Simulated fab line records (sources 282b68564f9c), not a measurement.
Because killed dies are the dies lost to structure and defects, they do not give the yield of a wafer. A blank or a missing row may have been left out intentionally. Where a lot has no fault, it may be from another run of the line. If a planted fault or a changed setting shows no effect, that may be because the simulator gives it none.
fab line records | flow ritCmos
record lots=13 wafers=39 lastDay=7
route steps=202 shown M1@196
lots that met no fault: from a run of the same line without faults
startH: start of the lot's first displayed wafer, in hours after the record's first day | waitH: hours from the lot's prior step to this one | " same as the row above | L1.1+2: a row that stands for several wafers | - value missing, or start not given | * or withheld: withheld | < > ~ a bound
route shown NAME@n: NAME is a module with steps in the file, n the number in the route of the first one | usual: mean and standard deviation over wafers with no fault | same: alike in all rows | chamber/n: place in a boat | sites: each site's reading | _std_site: the values' standard deviation | _edge_site: inner sites' mean taken away from outer sites' mean | radiusMm: how far each site lies from the wafer's centre | mask NAME#n: copy n | behind: the last tool/chamber to shape the wafer | hold: why the lot went on hold/how many hours it stayed there/how the hold came to an end | device: whichever transistor did not switch (one of n, p or np) | end of line: tests run on the same wafers once the route is complete | a step without rows: its recipe alone | killed: not the wafer's yield, but the dies lost to structure and defects at the first sort | map: shows each die of a wafer: x if killed, . if not, _ if none is there
set.NAME: setting as actually run; set.NAME@STEP: the setting as run at that earlier step | model.NAME: the simulator's own value behind a step, which no gauge read
one table for each step of the route and one row for each wafer, over a sample of lots
services: the hour from which a tool's chamber was out of use, counted from the record's first day as startH (under 0 if before that day), plus the number of hours and why
## steps
# step RIT_M1_METAL_ETCH_12
# recipe stopOn=SiO2 chemistry=Cl2/BCl3 target=Al timeS=165 overEtchFrac=0.5 pressureMtorr=100 targetDepthA=6000 rfW=250 Cl2_flow_sccm=60 bcl3FlowSccm=50
# usual drypumpMotorCurrentA=5.6/0.47 oesProductAu=0.775/0.016 throttleValvePct=8.21/0.066
# same overEtchFrac=0.5
# columns lot.wafer tool chamber startH waitH drypumpMotorCurrentA oesProductAu rfHoursCounterH throttleValvePct
L153.2 rieMetal-04 0 54.91 0.2 4.8 0.758 4 8.31
L153.3 " 1 " " 6.2 0.792 - 8.21
L153.6 " 0 " " 4.8 0.771 - 8.29
L154.3 rieMetal-03 0 59.15 0.2 6.1 0.761 - 8.20
L154.4 " 1 " " 5.8 0.754 - 8.19
L154.6 " 1 " " 5.8 0.756 - 8.18
L157.3 rieMetal-03 1 79.18 0.2 5.8 0.764 - 8.16
L157.4 " 0 " " 6.0 0.767 - 8.20
L157.5 " 1 " " 5.8 0.763 - 8.19
L158.1 rieMetal-01 0 80.35 0.2 5.4 0.771 3 8.11
L158.2 " 1 " " 5.8 0.791 2 8.25
L158.5 " 0 " " 5.4 0.781 - 8.12
L160.1 rieMetal-03 1 92.92 0.2 5.8 0.765 36 8.16
L160.2 " 0 " " 6.0 0.773 37 8.20
L160.5 " 1 " " 5.8 0.763 - 8.18
L161.1 rieMetal-01 0 96.26 0.2 5.5 0.780 3 8.10
L161.5 " 0 " " 5.4 0.771 - 8.10
L161.6 " 1 " " 5.8 0.796 - 8.24
L162.2 rieMetal-04 1 100.64 0.2 6.2 0.787 4 8.18
L162.5 " 1 " " 6.2 0.804 - 8.19
L162.6 " 0 " " 4.8 0.764 - 8.31
L164.1 rieMetal-01 1 110.84 0.2 5.8 0.799 3 8.26
L164.4 " 1 " " 5.8 0.816 - 8.25
L164.6 " 1 " " 5.8 0.793 - 8.25
L165.1 rieMetal-04 1 113.53 0.2 6.2 0.802 4 8.19
L165.2 " 0 " " 4.8 0.765 4 8.31
L165.4 " 1 " " 6.2 0.793 - 8.19
L168.2 rieMetal-04 0 129.97 0.2 4.8 0.755 4 8.30
L168.3 " 0 " " 4.8 0.760 - 8.31
L168.5 " 1 " " 6.1 0.798 - 8.18
L169.3 rieMetal-03 1 134.70 0.2 5.8 0.751 - 8.17
L169.5 " 0 " " 6.0 0.757 - 8.19
L169.6 " 1 " " 5.8 0.750 - 8.19
L170.1 rieMetal-01 1 143.18 0.2 5.8 0.791 3 8.25
L170.2 " 0 " " 5.4 0.760 4 8.12
L170.3 " 0 " " 5.4 0.777 - 8.11
L175.2 rieMetal-01 1 167.99 0.2 5.8 0.790 4 8.27
L175.4 " 1 " " 5.8 0.790 - 8.25
L175.5 " 1 " " 5.8 0.794 - 8.26
# step RIT_M1_CD_MEAS_90
# recipe targetCdNm=2600
# usual cdNm=2601/3.1
# columns lot.wafer tool chamber startH waitH cdNm
L153.2 cdSem-01 - 55.46 0.1 2599
L153.3 " - " " 2599
L153.6 " - " " 2598
L154.3 cdSem-02 - 59.66 0.1 2605
L154.4 " - " " 2599
L154.6 " - " " 2599
L157.3 cdSem-01 - 79.68 0.1 2596
L157.4 " - " " 2599
L157.5 " - " " 2595
L158.1 cdSem-02 - 80.86 0.1 2603
L158.2 " - " " 2601
L158.5 " - " " 2603
L160.1 cdSem-01 - 93.45 0.1 2603
L160.2 " - " " 2607
L160.5 " - " " 2603
L161.1 cdSem-01 - 96.79 0.1 2598
L161.5 " - " " 2598
L161.6 " - " " 2599
L162.2 cdSem-01 - 101.17 0.1 2603
L162.5 " - " " 2604
L162.6 " - " " 2602
L164.1 cdSem-02 - 111.40 0.2 2599
L164.4 " - " " 2603
L164.6 " - " " 2601
L165.1 cdSem-01 - 114.09 0.1 2610
L165.2 " - " " 2603
L165.4 " - " " 2611
L168.2 cdSem-02 - 130.52 0.1 2602
L168.3 " - " " 2601
L168.5 " - " " 2602
L169.3 cdSem-01 - 135.25 0.1 2590
L169.5 " - " " 2601
L169.6 " - " " 2588
L170.1 cdSem-01 - 143.69 0.1 2601
L170.2 " - " " 2600
L170.3 " - " " 2601
L175.2 cdSem-01 - 168.54 0.1 2593
L175.4 " - " " 2596
L175.5 " - " " 2593
# step RIT_M1_PROBE_99
# usual defectLimitedYield=97.4/1.2 killedAtContacts=0.1/0.34 killedAtFrontEnd=7/3 killedDies=7/3.1 killedOpen=3.4/1.9 killedShort=3.4/2.1 sort_bin_3_pad_short=0.1/0.2 sort_bin_5_function=1.5/0.83 sort_bin_6_memory=1.0/0.66 sortNPass=257/3.1 sortYieldPct=97.4/1.2
# same grossDies=264 killed_at_M0_to_M3=0 killed_at_M4_up=0 killedAtBackSide=0 killedAtOther=0
# columns lot.wafer tool chamber startH waitH defectLimitedYield[%] killedAtContacts killedAtFrontEnd killedDies killedOpen killedShort sort_bin_3_pad_short[%] sort_bin_5_function[%] sort_bin_6_memory[%] sortNPass sortYieldPct[%]
L154.3 prober-01 - 61.46 0.2 94.7 0 14 14 7 7 0 2.3 3.0 250 94.7
L154.4 prober-01 - 61.51 0.2 98.1 0 5 5 3 2 0 1.5 0.4 259 98.1
L154.6 prober-01 - 61.61 0.2 97.3 0 7 7 4 3 0.4 1.5 0.8 257 97.3
L164.1 prober-01 - 113.14 0.1 98.5 0 4 4 0 2 0 1.5 0 260 98.5
L164.4 prober-01 - 113.29 0.2 96.6 0 9 9 4 4 0 2.3 1.1 255 96.6
L164.6 prober-01 - 113.39 0.2 96.2 0 10 10 4 5 0.4 2.3 1.1 254 96.2
L165.1 prober-02 - 116.79 0.1 98.5 0 4 4 2 2 0 0.8 0.8 260 98.5
L165.2 prober-02 - 116.84 0.1 97.0 0 8 8 4 4 0 1.5 1.5 256 97.0
L165.4 prober-02 - 116.94 0.2 97.7 0 6 6 3 3 0 1.1 1.1 258 97.7
L168.2 prober-01 - 132.29 0.1 95.5 0 12 12 6 6 0 1.9 2.7 252 95.5
L168.3 prober-01 - 132.34 0.2 96.6 1 8 9 4 5 0 1.5 1.9 255 96.6
L168.5 prober-01 - 132.44 0.2 98.5 0 4 4 0 4 0 0.8 0.8 260 98.5
L175.2 prober-01 - 171.03 0.1 97.0 1 7 8 4 4 0 1.1 1.9 256 97.0
L175.4 prober-01 - 171.13 0.2 97.0 0 8 8 6 2 0 1.9 1.1 256 97.0
L175.5 prober-01 - 171.18 0.2 93.9 0 16 16 10 6 0 3.8 2.3 248 93.9
# killed by level:class
L154.3 FOX1:geometricParticle:short=4 FOX1:geometricParticle:open=3 GATE:geometricParticle:open=3 GATE:geometricParticle:short=3 SPACER:geometricParticle:open=1
L154.4 GATE:geometricParticle:open=2 REOX:geometricParticle:short=1 SPACER:geometricParticle:open=1 SILICIDE:geometricParticle:short=1
L154.6 GATE:geometricParticle:short=2 SPACER:geometricParticle:open=2 FOX1:geometricParticle:open=1 GATE:geometricParticle:open=1 SILICIDE:geometricParticle:short=1
L164.1 FOX1:geometricParticle:short=2 NLDD:coatMicrobubblePrinted=1 PSD:coatMicrobubblePrinted=1
L164.4 FOX1:geometricParticle:short=2 SILICIDE:geometricParticle:open=2 FOX1:geometricParticle:open=1 GATE:geometricParticle:open=1 GATE:geometricParticle:short=1 REOX:geometricParticle:short=1 NSD:coatMicrobubblePrinted=1
L164.6 GATE:geometricParticle:short=3 FOX1:geometricParticle:short=2 FOX1:geometricParticle:open=1 FOX2:geometricParticle:open=1 GATE:geometricParticle:open=1 SPACER:geometricParticle:open=1 NSD:coatMicrobubblePrinted=1
L165.1 FOX1:geometricParticle:open=1 FOX1:geometricParticle:short=1 FOX2:geometricParticle:open=1 GATE:geometricParticle:short=1
L165.2 FOX1:geometricParticle:short=2 GATE:geometricParticle:open=2 GATE:geometricParticle:short=2 FOX1:geometricParticle:open=1 SPACER:geometricParticle:open=1
L165.4 FOX2:geometricParticle:short=1 GATE:geometricParticle:open=1 GATE:geometricParticle:short=1 REOX:geometricParticle:open=1 SILICIDE:geometricParticle:short=1 SILICIDE:geometricParticle:open=1
L168.2 FOX2:geometricParticle:open=2 GATE:geometricParticle:short=2 REOX:geometricParticle:open=2 SILICIDE:geometricParticle:short=2 FOX1:geometricParticle:short=1 FOX2:geometricParticle:short=1 SPACER:geometricParticle:open=1 SILICIDE:geometricParticle:open=1
L168.3 FOX1:geometricParticle:open=3 FOX1:geometricParticle:short=2 SILICIDE:geometricParticle:short=2 GATE:geometricParticle:open=1 CONTACT:geometricParticle:short=1
L168.5 FOX2:geometricParticle:short=2 FOX1:geometricParticle:short=1 SPACER:geometricParticle:short=1
L175.2 FOX1:geometricParticle:short=2 GATE:geometricParticle:short=2 SILICIDE:geometricParticle:open=2 GATE:geometricParticle:open=1 CONTACT:geometricParticle:open=1
L175.4 GATE:geometricParticle:open=6 GATE:geometricParticle:short=1 SILICIDE:geometricParticle:short=1
L175.5 GATE:geometricParticle:open=8 GATE:geometricParticle:short=4 REOX:geometricParticle:short=2 REOX:geometricParticle:open=1 SILICIDE:geometricParticle:open=1
## services
# columns tool chamber startH hours kind
rieMetal-01 0 50.60 9.5 repair
rieMetal-03 - 136.12 20.0 pm
rieMetal-03 0 136.12 20.0 ventCycle
rieMetal-03 1 136.12 20.0 ventCycle
rieMetal-04 1 142.87 8.8 repair
rieMetal-03 0 156.12 - clean
rieMetal-03 1 156.12 - clean
## key
firstSign step=RIT_M1_CD_MEAS_90 reading=cdNm direction=down sigmas=3.7 usual=2601 struck=2589
effect none on later readings
metAt RIT_M1_METAL_ETCH_12
struckLots L169
struckWafers L169.3,L169.6
onsetBetween 92.92 134.70
fault kind=processParameterDrift tool=rieMetal-03 chamber=1 onsetH=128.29 steps=RIT_M1_METAL_ETCH_12 channel=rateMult offset=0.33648 shape=step endH=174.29
